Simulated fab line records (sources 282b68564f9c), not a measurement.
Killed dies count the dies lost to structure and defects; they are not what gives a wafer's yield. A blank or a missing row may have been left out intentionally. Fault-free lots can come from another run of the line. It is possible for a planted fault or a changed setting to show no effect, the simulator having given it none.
fab line records :: flow ritCmos
record
  lots=5
  wafers=15
  lastDay=7
route steps=202 shown GATE@77 FOX2@80
lots that met no fault: from a run of the same line without faults
startH: hours from the record's first day to the start of the lot's first wafer shown :: waitH: time in hours since the lot's previous step :: " repeats the value in the row above :: L1.1+2: a single row standing in for several wafers :: - no value, or no start was given :: * or withheld: withheld :: < > ~ a bound
route shown NAME@n: NAME is a module with steps in the file, n the number in the route of the first one :: usual: mean and standard deviation over wafers with no fault :: same: alike in all rows :: chamber/n: place in a boat :: sites: per-site readings :: _std_site: the values' standard deviation :: _edge_site: inner sites' mean taken away from outer sites' mean :: radiusMm: how far each site lies from the wafer's centre :: mask NAME#n: copy n :: behind: the last tool/chamber to shape the wafer :: hold: the reason the lot was held/the length of the hold in hours/how it ended :: device: whichever transistor did not switch (one of n, p or np) :: end of line: the same wafers' tests at the end of the route :: where a step has no rows: the recipe by itself :: killed: the dies lost at the first sort to structure and to defects; this is not the yield of the wafer :: map: a wafer's dies, marking killed ones x, the rest . and places with no die _
set.NAME: the setting as run; set.NAME@STEP: as run at that earlier step :: model.NAME: the simulator's own value behind a step, which no gauge read
certain route steps with their lots: each step a table, each wafer a row
services: from which hour (startH, from the record's first day; less than 0 if before it) a tool's chamber was out of use, for how many hours, and why
## steps
# step RIT_GATE_CLEAN_02
# recipe
  chemistry=dHF
  dilution=50:1
  timeS=30
# step RIT_GATE_CLEAN_03
# recipe
  chemistry=SC2
  mix=3:3:50
  timeS=600
  tempC=75
  dry=n2Spin
# step RIT_GATE_CLEAN_04
# recipe
  chemistry=dHF
  dilution=50:1
  timeS=60
  dry=n2Spin
# step RIT_FOX2_THK_MEAS_91
# recipe
  reads=SiO2_of_FOX2_OXIDATION_00
# usual
  FIELD_OXIDE_LEFT_2_THK=258/6.2
lot.wafer: L134.2
tool: filmMetro-03
chamber: -
startH: 39.80
waitH: 0.0
FIELD_OXIDE_LEFT_2_THK[nm]: 260

lot.wafer: L134.3
tool: filmMetro-03
chamber: -
startH: 39.80
waitH: 0.0
FIELD_OXIDE_LEFT_2_THK[nm]: 259

lot.wafer: L134.6
tool: filmMetro-03
chamber: -
startH: 39.80
waitH: 0.0
FIELD_OXIDE_LEFT_2_THK[nm]: 257

lot.wafer: L147.1
tool: filmMetro-03
chamber: -
startH: 104.29
waitH: 0.0
FIELD_OXIDE_LEFT_2_THK[nm]: 252

lot.wafer: L147.3
tool: filmMetro-03
chamber: -
startH: 104.29
waitH: 0.0
FIELD_OXIDE_LEFT_2_THK[nm]: 248

lot.wafer: L147.4
tool: filmMetro-03
chamber: -
startH: 104.29
waitH: 0.0
FIELD_OXIDE_LEFT_2_THK[nm]: 251

lot.wafer: L149.2
tool: filmMetro-03
chamber: -
startH: 112.27
waitH: 0.0
FIELD_OXIDE_LEFT_2_THK[nm]: 244

lot.wafer: L149.3
tool: filmMetro-03
chamber: -
startH: 112.27
waitH: 0.0
FIELD_OXIDE_LEFT_2_THK[nm]: 249

lot.wafer: L149.6
tool: filmMetro-03
chamber: -
startH: 112.27
waitH: 0.0
FIELD_OXIDE_LEFT_2_THK[nm]: 246

lot.wafer: L150.2
tool: filmMetro-04
chamber: -
startH: 117.09
waitH: 0.0
FIELD_OXIDE_LEFT_2_THK[nm]: 253

lot.wafer: L150.4
tool: filmMetro-04
chamber: -
startH: 117.09
waitH: 0.0
FIELD_OXIDE_LEFT_2_THK[nm]: 256

lot.wafer: L150.6
tool: filmMetro-04
chamber: -
startH: 117.09
waitH: 0.0
FIELD_OXIDE_LEFT_2_THK[nm]: 253

lot.wafer: L153.2
tool: filmMetro-03
chamber: -
startH: 130.90
waitH: 0.0
FIELD_OXIDE_LEFT_2_THK[nm]: 266

lot.wafer: L153.4
tool: filmMetro-03
chamber: -
startH: 130.90
waitH: 0.0
FIELD_OXIDE_LEFT_2_THK[nm]: 262

lot.wafer: L153.6
tool: filmMetro-03
chamber: -
startH: 130.90
waitH: 0.0
FIELD_OXIDE_LEFT_2_THK[nm]: 263
# step RIT_GATE_OXIDATION_05
# recipe
  tempC=896.2
  ambient=O2
  targetThkA=30
  oxTimeS=270
# step RIT_GATE_ANNEAL_06
# recipe
  tempC=900
  timeS=600
  ambient=N2O
# step RIT_GATE_THK_MEAS_07
# recipe
  reads=SiO2_of_GATE_OXIDATION_05
# usual
  GATE_OXIDE_THK=2.90/0.066
lot.wafer: L134.2
tool: filmMetro-02
chamber: -
startH: 41.82
waitH: 0.0
GATE_OXIDE_THK[nm]: 2.88

lot.wafer: L134.3
tool: filmMetro-02
chamber: -
startH: 41.82
waitH: 0.0
GATE_OXIDE_THK[nm]: 2.80

lot.wafer: L134.6
tool: filmMetro-02
chamber: -
startH: 41.82
waitH: 0.0
GATE_OXIDE_THK[nm]: 2.86

lot.wafer: L147.1
tool: filmMetro-03
chamber: -
startH: 107.60
waitH: 0.0
GATE_OXIDE_THK[nm]: 2.87

lot.wafer: L147.3
tool: filmMetro-03
chamber: -
startH: 107.60
waitH: 0.0
GATE_OXIDE_THK[nm]: 2.83

lot.wafer: L147.4
tool: filmMetro-03
chamber: -
startH: 107.60
waitH: 0.0
GATE_OXIDE_THK[nm]: 2.91

lot.wafer: L149.2
tool: filmMetro-03
chamber: -
startH: 118.99
waitH: 0.0
GATE_OXIDE_THK[nm]: 2.90

lot.wafer: L149.3
tool: filmMetro-03
chamber: -
startH: 118.99
waitH: 0.0
GATE_OXIDE_THK[nm]: 2.95

lot.wafer: L149.6
tool: filmMetro-03
chamber: -
startH: 118.99
waitH: 0.0
GATE_OXIDE_THK[nm]: 2.97

lot.wafer: L150.2
tool: filmMetro-02
chamber: -
startH: 119.50
waitH: 0.0
GATE_OXIDE_THK[nm]: 2.90

lot.wafer: L150.4
tool: filmMetro-02
chamber: -
startH: 119.50
waitH: 0.0
GATE_OXIDE_THK[nm]: 2.96

lot.wafer: L150.6
tool: filmMetro-02
chamber: -
startH: 119.50
waitH: 0.0
GATE_OXIDE_THK[nm]: 2.97

lot.wafer: L153.2
tool: filmMetro-04
chamber: -
startH: 133.39
waitH: 0.0
GATE_OXIDE_THK[nm]: 2.96

lot.wafer: L153.4
tool: filmMetro-04
chamber: -
startH: 133.39
waitH: 0.0
GATE_OXIDE_THK[nm]: 2.92

lot.wafer: L153.6
tool: filmMetro-04
chamber: -
startH: 133.39
waitH: 0.0
GATE_OXIDE_THK[nm]: 2.87
# step RIT_GATE_CVD_08
# recipe
  material=poly-Si
  targetThkNm=250
  tempC=610
  precursor=SiH4
  timeS=2220
  pressureMtorr=300
  sih4FlowSccm=100
# step RIT_GATE_THK_MEAS_09
# recipe
  reads=poly-Si_of_GATE_CVD_08
# usual
  GATE_POLY_THK=249.1/2.4
lot.wafer: L134.2
tool: filmMetro-02
chamber: -
startH: 44.74
waitH: 0.0
GATE_POLY_THK[nm]: 249.3

lot.wafer: L134.3
tool: filmMetro-02
chamber: -
startH: 44.74
waitH: 0.0
GATE_POLY_THK[nm]: 251.3

lot.wafer: L134.6
tool: filmMetro-02
chamber: -
startH: 44.74
waitH: 0.0
GATE_POLY_THK[nm]: 252.2

lot.wafer: L147.1
tool: filmMetro-02
chamber: -
startH: 109.28
waitH: 0.0
GATE_POLY_THK[nm]: 247.3

lot.wafer: L147.3
tool: filmMetro-02
chamber: -
startH: 109.28
waitH: 0.0
GATE_POLY_THK[nm]: 247.7

lot.wafer: L147.4
tool: filmMetro-02
chamber: -
startH: 109.28
waitH: 0.0
GATE_POLY_THK[nm]: 246.2

lot.wafer: L149.2
tool: filmMetro-03
chamber: -
startH: 120.66
waitH: 0.0
GATE_POLY_THK[nm]: 246.1

lot.wafer: L149.3
tool: filmMetro-03
chamber: -
startH: 120.66
waitH: 0.0
GATE_POLY_THK[nm]: 247.3

lot.wafer: L149.6
tool: filmMetro-03
chamber: -
startH: 120.66
waitH: 0.0
GATE_POLY_THK[nm]: 248.6

lot.wafer: L150.2
tool: filmMetro-04
chamber: -
startH: 122.28
waitH: 0.0
GATE_POLY_THK[nm]: 250.7

lot.wafer: L150.4
tool: filmMetro-04
chamber: -
startH: 122.28
waitH: 0.0
GATE_POLY_THK[nm]: 249.9

lot.wafer: L150.6
tool: filmMetro-04
chamber: -
startH: 122.28
waitH: 0.0
GATE_POLY_THK[nm]: 247.4

lot.wafer: L153.2
tool: filmMetro-03
chamber: -
startH: 135.62
waitH: 0.0
GATE_POLY_THK[nm]: 251.8

lot.wafer: L153.4
tool: filmMetro-03
chamber: -
startH: 135.62
waitH: 0.0
GATE_POLY_THK[nm]: 253.0

lot.wafer: L153.6
tool: filmMetro-03
chamber: -
startH: 135.62
waitH: 0.0
GATE_POLY_THK[nm]: 251.9
# step RIT_GATE_HMDS_10
# recipe
  primeTimeS=60
  primeTempC=140
# step RIT_GATE_COAT_11
# recipe
  resist=NOVOLAK
  spinRpm=4250
  resistThkNm=850
# step RIT_GATE_SOFTBAKE_12
# recipe
  resist=NOVOLAK
  tempC=90
  timeS=60
# step RIT_GATE_EXPOSE_13
# recipe
  maskId=M6
  na=0.6
  sourceShape=conventional
  sigmaOuter=0.6
  targetCdNm=150
  doseMj=380
lot.wafer: L134.2+3+6
tool: ilineStepper-01
chamber: 0
startH: 45.76
waitH: 0.2
mask: M6#0

lot.wafer: L147.1+3+4
tool: ilineStepper-01
chamber: 0
startH: 109.79
waitH: 0.1
mask: M6#0

lot.wafer: L149.2+3+6
tool: ilineStepper-01
chamber: 0
startH: 121.55
waitH: 0.5
mask: M6_R1#0

lot.wafer: L150.2+4+6
tool: ilineStepper-01
chamber: 0
startH: 122.80
waitH: 0.1
mask: M6#0

lot.wafer: L153.2+4+6
tool: ilineStepper-01
chamber: 0
startH: 136.27
waitH: 0.2
mask: M6#0
# step RIT_GATE_PEB_14
# recipe
  resist=NOVOLAK
  tempC=withheld
  timeS=withheld
# step RIT_GATE_DEVELOP_15
# recipe
  resist=NOVOLAK
  developTimeS=50
  devTempC=23
# step RIT_GATE_CD_MEAS_16
# recipe
  targetCdNm=150
# usual
  cdNm=149.1/2.2
lot.wafer: L134.2
tool: cdSem-02
chamber: -
startH: 46.23
waitH: -
cdNm: 151.7

lot.wafer: L134.3
tool: cdSem-02
chamber: -
startH: 46.23
waitH: -
cdNm: 152.8

lot.wafer: L134.6
tool: cdSem-02
chamber: -
startH: 46.23
waitH: -
cdNm: 153.2

lot.wafer: L147.1
tool: cdSem-01
chamber: -
startH: 110.19
waitH: -
cdNm: 149.0

lot.wafer: L147.3
tool: cdSem-01
chamber: -
startH: 110.19
waitH: -
cdNm: 143.6

lot.wafer: L147.4
tool: cdSem-01
chamber: -
startH: 110.19
waitH: -
cdNm: 144.5

lot.wafer: L149.2
tool: cdSem-01
chamber: -
startH: 121.99
waitH: -
cdNm: 192.5

lot.wafer: L149.3
tool: cdSem-01
chamber: -
startH: 121.99
waitH: -
cdNm: 191.8

lot.wafer: L149.6
tool: cdSem-01
chamber: -
startH: 121.99
waitH: -
cdNm: 191.4

lot.wafer: L150.2
tool: cdSem-01
chamber: -
startH: 123.33
waitH: -
cdNm: 144.9

lot.wafer: L150.4
tool: cdSem-01
chamber: -
startH: 123.33
waitH: -
cdNm: 147.8

lot.wafer: L150.6
tool: cdSem-01
chamber: -
startH: 123.33
waitH: -
cdNm: 147.0

lot.wafer: L153.2
tool: cdSem-01
chamber: -
startH: 136.67
waitH: -
cdNm: 151.7

lot.wafer: L153.4
tool: cdSem-01
chamber: -
startH: 136.67
waitH: -
cdNm: 150.5

lot.wafer: L153.6
tool: cdSem-01
chamber: -
startH: 136.67
waitH: -
cdNm: 149.3
# step RIT_GATE_OVL_MEAS_17
# usual
  GATE_OVL=0.4/1.2
lot.wafer: L134.2
tool: overlay-01
chamber: -
startH: 46.33
waitH: 0.1
GATE_OVL[nm]: -0.3

lot.wafer: L134.3
tool: overlay-01
chamber: -
startH: 46.33
waitH: 0.1
GATE_OVL[nm]: 1.1

lot.wafer: L134.6
tool: overlay-01
chamber: -
startH: 46.33
waitH: 0.1
GATE_OVL[nm]: 0.8

lot.wafer: L147.1
tool: overlay-02
chamber: -
startH: 110.31
waitH: 0.1
GATE_OVL[nm]: 0.0

lot.wafer: L147.3
tool: overlay-02
chamber: -
startH: 110.31
waitH: 0.1
GATE_OVL[nm]: 0.8

lot.wafer: L147.4
tool: overlay-02
chamber: -
startH: 110.31
waitH: 0.1
GATE_OVL[nm]: -2.6

lot.wafer: L149.2
tool: overlay-01
chamber: -
startH: 122.10
waitH: 0.1
GATE_OVL[nm]: -1.5

lot.wafer: L149.3
tool: overlay-01
chamber: -
startH: 122.10
waitH: 0.1
GATE_OVL[nm]: -1.1

lot.wafer: L149.6
tool: overlay-01
chamber: -
startH: 122.10
waitH: 0.1
GATE_OVL[nm]: 0.7

lot.wafer: L150.2
tool: overlay-02
chamber: -
startH: 123.44
waitH: 0.1
GATE_OVL[nm]: -0.4

lot.wafer: L150.4
tool: overlay-02
chamber: -
startH: 123.44
waitH: 0.1
GATE_OVL[nm]: -1.2

lot.wafer: L150.6
tool: overlay-02
chamber: -
startH: 123.44
waitH: 0.1
GATE_OVL[nm]: -3.2

lot.wafer: L153.2
tool: overlay-01
chamber: -
startH: 136.77
waitH: 0.1
GATE_OVL[nm]: 2.3

lot.wafer: L153.4
tool: overlay-01
chamber: -
startH: 136.77
waitH: 0.1
GATE_OVL[nm]: 2.2

lot.wafer: L153.6
tool: overlay-01
chamber: -
startH: 136.77
waitH: 0.1
GATE_OVL[nm]: 2.0
# step RIT_GATE_HARDBAKE_18
# recipe
  resist=NOVOLAK
  tempC=140
  timeS=60
# step RIT_GATE_ETCH_19
# recipe
  chemistry=SF6/CHF3/O2
  timeS=165
  SF6_flow_sccm=30
  CHF3_flow_sccm=30
  O2_flow_sccm=5
  target=poly-Si
  pressureMtorr=40
  rfW=160
  targetDepthA=3125
  overEtchFrac=0.25
  stopOn=SiO2
# usual
  chamberPressureMTorr=40.00/0.036
  drypumpMotorCurrentA=5.5/0.6
  oesProductAu=0.843/0.016
  throttleValvePct=10.23/0.15
lot.wafer: L134.2
tool: rieSi-01
chamber: 3
startH: 46.51
waitH: 0.1
chamberPressureMTorr: 40.00
drypumpMotorCurrentA: 5.2
oesProductAu: 0.824
rfHoursCounterH: 66
throttleValvePct: 10.12
model.GATE.cdNm: 151.8

lot.wafer: L134.3
tool: rieSi-01
chamber: 0
startH: 46.51
waitH: 0.1
chamberPressureMTorr: 39.98
drypumpMotorCurrentA: 6.5
oesProductAu: 0.839
rfHoursCounterH: 59
throttleValvePct: 10.13
model.GATE.cdNm: 153

lot.wafer: L134.6
tool: rieSi-01
chamber: 1
startH: 46.51
waitH: 0.1
chamberPressureMTorr: 40.00
drypumpMotorCurrentA: 5.1
oesProductAu: 0.877
rfHoursCounterH: -
throttleValvePct: 10.00
model.GATE.cdNm: 152.9

lot.wafer: L147.1
tool: rieSi-01
chamber: 0
startH: 110.50
waitH: 0.1
chamberPressureMTorr: 39.99
drypumpMotorCurrentA: 6.4
oesProductAu: 0.825
rfHoursCounterH: 60
throttleValvePct: 10.12
model.GATE.cdNm: 149.3

lot.wafer: L147.3
tool: rieSi-01
chamber: 3
startH: 110.50
waitH: 0.1
chamberPressureMTorr: 40.00
drypumpMotorCurrentA: 5.2
oesProductAu: 0.825
rfHoursCounterH: 67
throttleValvePct: 10.13
model.GATE.cdNm: 143.6

lot.wafer: L147.4
tool: rieSi-01
chamber: 2
startH: 110.50
waitH: 0.1
chamberPressureMTorr: 40.04
drypumpMotorCurrentA: 6.2
oesProductAu: 0.835
rfHoursCounterH: -
throttleValvePct: 10.38
model.GATE.cdNm: 144.4

lot.wafer: L149.2
tool: rieSi-01
chamber: 3
startH: 122.28
waitH: 0.1
chamberPressureMTorr: 39.93
drypumpMotorCurrentA: 5.2
oesProductAu: 0.823
rfHoursCounterH: 67
throttleValvePct: 10.13
model.GATE.cdNm: 192.6

lot.wafer: L149.3
tool: rieSi-01
chamber: 2
startH: 122.28
waitH: 0.1
chamberPressureMTorr: 40.02
drypumpMotorCurrentA: 6.2
oesProductAu: 0.837
rfHoursCounterH: 72
throttleValvePct: 10.37
model.GATE.cdNm: 191.4

lot.wafer: L149.6
tool: rieSi-01
chamber: 0
startH: 122.28
waitH: 0.1
chamberPressureMTorr: 39.94
drypumpMotorCurrentA: 6.5
oesProductAu: 0.818
rfHoursCounterH: -
throttleValvePct: 10.10
model.GATE.cdNm: 191.1

lot.wafer: L150.2
tool: rieSi-02
chamber: 0
startH: 123.62
waitH: 0.1
chamberPressureMTorr: 40.01
drypumpMotorCurrentA: 4.9
oesProductAu: 0.871
rfHoursCounterH: 36
throttleValvePct: 10.28
model.GATE.cdNm: 144.7

lot.wafer: L150.4
tool: rieSi-02
chamber: 3
startH: 123.62
waitH: 0.1
chamberPressureMTorr: 40.01
drypumpMotorCurrentA: 5.7
oesProductAu: 0.837
rfHoursCounterH: 122
throttleValvePct: 10.40
model.GATE.cdNm: 148

lot.wafer: L150.6
tool: rieSi-02
chamber: 2
startH: 123.62
waitH: 0.1
chamberPressureMTorr: 40.01
drypumpMotorCurrentA: 5.8
oesProductAu: 0.839
rfHoursCounterH: -
throttleValvePct: 10.45
model.GATE.cdNm: 146.8

lot.wafer: L153.2
tool: rieSi-01
chamber: 0
startH: 136.95
waitH: 0.1
chamberPressureMTorr: 39.99
drypumpMotorCurrentA: 6.5
oesProductAu: 0.836
rfHoursCounterH: 60
throttleValvePct: 10.10
model.GATE.cdNm: 151.9

lot.wafer: L153.4
tool: rieSi-01
chamber: 2
startH: 136.95
waitH: 0.1
chamberPressureMTorr: 40.02
drypumpMotorCurrentA: 6.1
oesProductAu: 0.852
rfHoursCounterH: 72
throttleValvePct: 10.38
model.GATE.cdNm: 150.3

lot.wafer: L153.6
tool: rieSi-01
chamber: 3
startH: 136.95
waitH: 0.1
chamberPressureMTorr: 39.92
drypumpMotorCurrentA: 5.2
oesProductAu: 0.832
rfHoursCounterH: -
throttleValvePct: 10.14
model.GATE.cdNm: 149.6
# step RIT_GATE_STRIP_20
# recipe
  chemistry=O2
  timeS=180
  resist=NOVOLAK
  platenTempC=withheld
  powerW=500
  pressureMtorr=4000
  o2FlowSccm=4000
# usual
  chamberPressureMTorr=4000/3.9
  drypumpMotorCurrentA=5.9/0.44
lot.wafer: L134.2
tool: plasmaAsher-04
chamber: 1
startH: 46.62
waitH: 0.1
chamberPressureMTorr: 3999
drypumpMotorCurrentA: 5.5
rfHoursCounterH: 22

lot.wafer: L134.3
tool: plasmaAsher-04
chamber: 1
startH: 46.62
waitH: 0.1
chamberPressureMTorr: 3998
drypumpMotorCurrentA: 5.5
rfHoursCounterH: -

lot.wafer: L134.6
tool: plasmaAsher-04
chamber: 1
startH: 46.62
waitH: 0.1
chamberPressureMTorr: 3999
drypumpMotorCurrentA: 5.5
rfHoursCounterH: -

lot.wafer: L147.1
tool: plasmaAsher-04
chamber: 1
startH: 110.61
waitH: 0.1
chamberPressureMTorr: 3998
drypumpMotorCurrentA: 5.5
rfHoursCounterH: 31

lot.wafer: L147.3
tool: plasmaAsher-04
chamber: 1
startH: 110.61
waitH: 0.1
chamberPressureMTorr: 3996
drypumpMotorCurrentA: 5.5
rfHoursCounterH: -

lot.wafer: L147.4
tool: plasmaAsher-04
chamber: 0
startH: 110.61
waitH: 0.1
chamberPressureMTorr: 3998
drypumpMotorCurrentA: 6.2
rfHoursCounterH: -

lot.wafer: L149.2
tool: plasmaAsher-04
chamber: 0
startH: 122.39
waitH: 0.1
chamberPressureMTorr: 4001
drypumpMotorCurrentA: 6.2
rfHoursCounterH: 33

lot.wafer: L149.3
tool: plasmaAsher-04
chamber: 1
startH: 122.39
waitH: 0.1
chamberPressureMTorr: 3997
drypumpMotorCurrentA: 5.5
rfHoursCounterH: -

lot.wafer: L149.6
tool: plasmaAsher-04
chamber: 1
startH: 122.39
waitH: 0.1
chamberPressureMTorr: 3998
drypumpMotorCurrentA: 5.5
rfHoursCounterH: -

lot.wafer: L150.2
tool: plasmaAsher-04
chamber: 0
startH: 123.77
waitH: 0.1
chamberPressureMTorr: 4008
drypumpMotorCurrentA: 6.2
rfHoursCounterH: 33

lot.wafer: L150.4
tool: plasmaAsher-04
chamber: 0
startH: 123.77
waitH: 0.1
chamberPressureMTorr: 4000
drypumpMotorCurrentA: 6.2
rfHoursCounterH: -

lot.wafer: L150.6
tool: plasmaAsher-04
chamber: 1
startH: 123.77
waitH: 0.1
chamberPressureMTorr: 4003
drypumpMotorCurrentA: 5.5
rfHoursCounterH: -

lot.wafer: L153.2
tool: plasmaAsher-04
chamber: 0
startH: 137.06
waitH: 0.1
chamberPressureMTorr: 3998
drypumpMotorCurrentA: 6.2
rfHoursCounterH: 35

lot.wafer: L153.4
tool: plasmaAsher-04
chamber: 0
startH: 137.06
waitH: 0.1
chamberPressureMTorr: 3998
drypumpMotorCurrentA: 6.2
rfHoursCounterH: -

lot.wafer: L153.6
tool: plasmaAsher-04
chamber: 1
startH: 137.06
waitH: 0.1
chamberPressureMTorr: 4003
drypumpMotorCurrentA: 5.5
rfHoursCounterH: -
## services
tool: plasmaAsher-04
chamber: -
startH: 22.17
hours: 2.4
kind: repair

tool: rieSi-01
chamber: -
startH: 54.11
hours: 0.9
kind: repair

tool: rieSi-02
chamber: 0
startH: 56.14
hours: 1.0
kind: repair

tool: ilineStepper-01
chamber: -
startH: 56.46
hours: 3.6
kind: repair

tool: rieSi-02
chamber: 0
startH: 64.36
hours: 2.2
kind: repair

tool: rieSi-02
chamber: -
startH: 73.30
hours: 0.2
kind: repair

tool: rieSi-02
chamber: 2
startH: 88.58
hours: -
kind: clean

tool: rieSi-02
chamber: 2
startH: 88.58
hours: 17.0
kind: scheduledDown

tool: rieSi-02
chamber: 2
startH: 88.58
hours: 17.0
kind: ventCycle

tool: rieSi-01
chamber: 1
startH: 88.95
hours: -
kind: clean

tool: rieSi-01
chamber: 1
startH: 88.95
hours: 22.6
kind: scheduledDown

tool: rieSi-01
chamber: 1
startH: 88.95
hours: 22.6
kind: ventCycle

tool: rieSi-02
chamber: -
startH: 108.03
hours: 4.3
kind: pm
## key
firstSign
  step=RIT_GATE_EXPOSE_13
  reading=mask
  direction=changed
effect
  step=RIT_GATE_CD_MEAS_16
  reading=cdNm
  direction=up
  sigmas=20
  usual=149.1
  struck=191.9
modelEffect
  step=RIT_GATE_ETCH_19
  value=GATE.cdNm
  without=146.7
  struck=191.7
metAt RIT_GATE_EXPOSE_13
struckWafers L149.2,L149.3,L149.6
laterRowsLeftOut L149.2,L149.3,L149.6
sortLeftOut L149.2,L149.3,L149.6
testerLeftOut L149
onsetBetween 109.79 121.55
fault
  kind=wrongMask
  tool=any
  chamber=-
  onsetH=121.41
  steps=RIT_GATE_EXPOSE_13
  auxCopy=M6_R1#0
  cdOffsetNm=45
  scope=struckLotsOnly
# testerLeftOut: of these lots the tester's yield and bins aren't shown, on N5 and GAA mostly nor the transistor test; their killed dies are dies lost to structure and defects alone, not to doping, threshold or leakage, so they don't give the yield
# sortLeftOut: the simulated sort isn't trusted on such a fault, so these wafers' sort isn't shown, and their yield isn't known
# laterRowsLeftOut: the simulator's readings of these wafers behind a module that went badly wrong aren't trusted and aren't shown, but for the sort
